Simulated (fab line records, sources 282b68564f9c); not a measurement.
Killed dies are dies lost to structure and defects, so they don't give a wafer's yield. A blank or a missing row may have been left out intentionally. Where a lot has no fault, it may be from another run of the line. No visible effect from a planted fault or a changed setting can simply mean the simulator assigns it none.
Check of tool commonality / flow ritCmos / 14 lots and 42 wafers in the sample

== THE REASON FOR OPENING IT ==
Of 14 lots, 2 have the reading PSD_TW flagged at RIT_PSD_TW_MEAS_10. Fault-free wafers read 3409, with a standard deviation of 24.
Rule: a lot gets a flag if all its wafers with a number sit over 4 standard deviations from that mean, or if no wafer of it has a number. As for the other lots, they are considered sound.

lot=L308; measured=day 3 13:56; on=filmMetro-04; PSD_TW, wafer by wafer=3386 3372 3359; flag=
lot=L310; measured=day 3 18:08; on=filmMetro-01; PSD_TW, wafer by wafer=3421 3419 3405; flag=
lot=L309; measured=day 3 19:46; on=filmMetro-01; PSD_TW, wafer by wafer=3407 3413 3437; flag=
lot=L311; measured=day 4 00:56; on=filmMetro-03; PSD_TW, wafer by wafer=3401 3379 3386; flag=
lot=L312; measured=day 4 05:31; on=filmMetro-01; PSD_TW, wafer by wafer=3434 3422 3442; flag=
lot=L313; measured=day 4 10:44; on=filmMetro-01; PSD_TW, wafer by wafer=3433 3436 3444; flag=
lot=L315; measured=day 4 18:47; on=filmMetro-01; PSD_TW, wafer by wafer=3447 3442 3451; flag=
lot=L318; measured=day 5 07:50; on=filmMetro-01; PSD_TW, wafer by wafer=3393 3407 3420; flag=
lot=L317; measured=day 5 09:53; on=filmMetro-04; PSD_TW, wafer by wafer=3373 3399 3383; flag=
lot=L319; measured=day 5 13:32; on=filmMetro-03; PSD_TW, wafer by wafer=3546 3555 3555; flag=FLAGGED
lot=L321; measured=day 5 23:25; on=filmMetro-01; PSD_TW, wafer by wafer=3516 3510 3507; flag=FLAGGED
lot=L328; measured=day 7 09:24; on=filmMetro-03; PSD_TW, wafer by wafer=3435 3426 3423; flag=
lot=L330; measured=day 7 20:43; on=filmMetro-03; PSD_TW, wafer by wafer=3408 3419 3416; flag=
lot=L331; measured=day 8 01:26; on=filmMetro-01; PSD_TW, wafer by wafer=3415 3420 3431; flag=
The numbers of the flagged lots are 3532 on average: +122 against the usual, or +5 standard deviations.

== TOOL THAT RAN EACH LOT ==
The record holds 1 process step before the reading, out of a route of 202 steps. Cell contents, in order: the tool; ch with the chambers the sampled wafers went through; the start.
lot=L308; flag=; RIT_PSD_IMPLANT_08=implanter-02 ch 0, day 3 13:37
lot=L310; flag=; RIT_PSD_IMPLANT_08=implanter-03 ch 0, day 3 17:50
lot=L309; flag=; RIT_PSD_IMPLANT_08=implanter-01 ch 0, day 3 19:26
lot=L311; flag=; RIT_PSD_IMPLANT_08=implanter-02 ch 0, day 4 00:28
lot=L312; flag=; RIT_PSD_IMPLANT_08=implanter-03 ch 0, day 4 05:13
lot=L313; flag=; RIT_PSD_IMPLANT_08=implanter-03 ch 0, day 4 10:25
lot=L315; flag=; RIT_PSD_IMPLANT_08=implanter-01 ch 0, day 4 18:29
lot=L318; flag=; RIT_PSD_IMPLANT_08=implanter-01 ch 0, day 5 07:32
lot=L317; flag=; RIT_PSD_IMPLANT_08=implanter-02 ch 0, day 5 09:34
lot=L319; flag=FLAGGED; RIT_PSD_IMPLANT_08=implanter-01 ch 0, day 5 13:13
lot=L321; flag=FLAGGED; RIT_PSD_IMPLANT_08=implanter-01 ch 0, day 5 23:06
lot=L328; flag=; RIT_PSD_IMPLANT_08=implanter-02 ch 0, day 7 09:05
lot=L330; flag=; RIT_PSD_IMPLANT_08=implanter-02 ch 0, day 7 20:23
lot=L331; flag=; RIT_PSD_IMPLANT_08=implanter-03 ch 0, day 8 01:07
These steps, and what they do:
- RIT_PSD_IMPLANT_08
- RIT_PSD_TW_MEAS_10

== FLAGGED OVER TOTAL, TOOL BY TOOL (the gauges that took the reading come last) ==
step=RIT_PSD_IMPLANT_08; tool=implanter-01; lots run=5; flagged=2; share of the flagged lots=all; sound lots run after its first flagged lot=0
step=RIT_PSD_IMPLANT_08; tool=implanter-02; lots run=5; flagged=0; share of the flagged lots=none; sound lots run after its first flagged lot=-
step=RIT_PSD_IMPLANT_08; tool=implanter-03; lots run=4; flagged=0; share of the flagged lots=none; sound lots run after its first flagged lot=-
step=RIT_PSD_TW_MEAS_10; tool=filmMetro-01; lots run=8; flagged=1; share of the flagged lots=some; sound lots run after its first flagged lot=1 (L331)
step=RIT_PSD_TW_MEAS_10; tool=filmMetro-03; lots run=4; flagged=1; share of the flagged lots=some; sound lots run after its first flagged lot=2 (L328,L330)
step=RIT_PSD_TW_MEAS_10; tool=filmMetro-04; lots run=2; flagged=0; share of the flagged lots=none; sound lots run after its first flagged lot=-

== WHAT IS ALLOWED BY THE TABLE ==
All flagged lots share 1 row of the table, namely implanter-01 at RIT_PSD_IMPLANT_08.
- implanter-01 at RIT_PSD_IMPLANT_08 ran 5 lots, 2 of them flagged. Its last sound lot is L318 (day 5 07:32), its first flagged lot L319 (day 5 13:13): a fault that began between those two fits. Its own readings (beamOnS, doseIonsCm2) fall more than 4 standard deviations out on all wafers of the flagged lots.
What remains is a single tool, implanter-01 at RIT_PSD_IMPLANT_08.

== WHAT THE SIMULATOR PUT IN ==
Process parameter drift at RIT_PSD_IMPLANT_08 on implanter-01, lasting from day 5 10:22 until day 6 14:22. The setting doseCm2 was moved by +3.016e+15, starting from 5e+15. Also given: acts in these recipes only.
Shown lots that were struck: L319, L321. The rule given above showed the same thing.
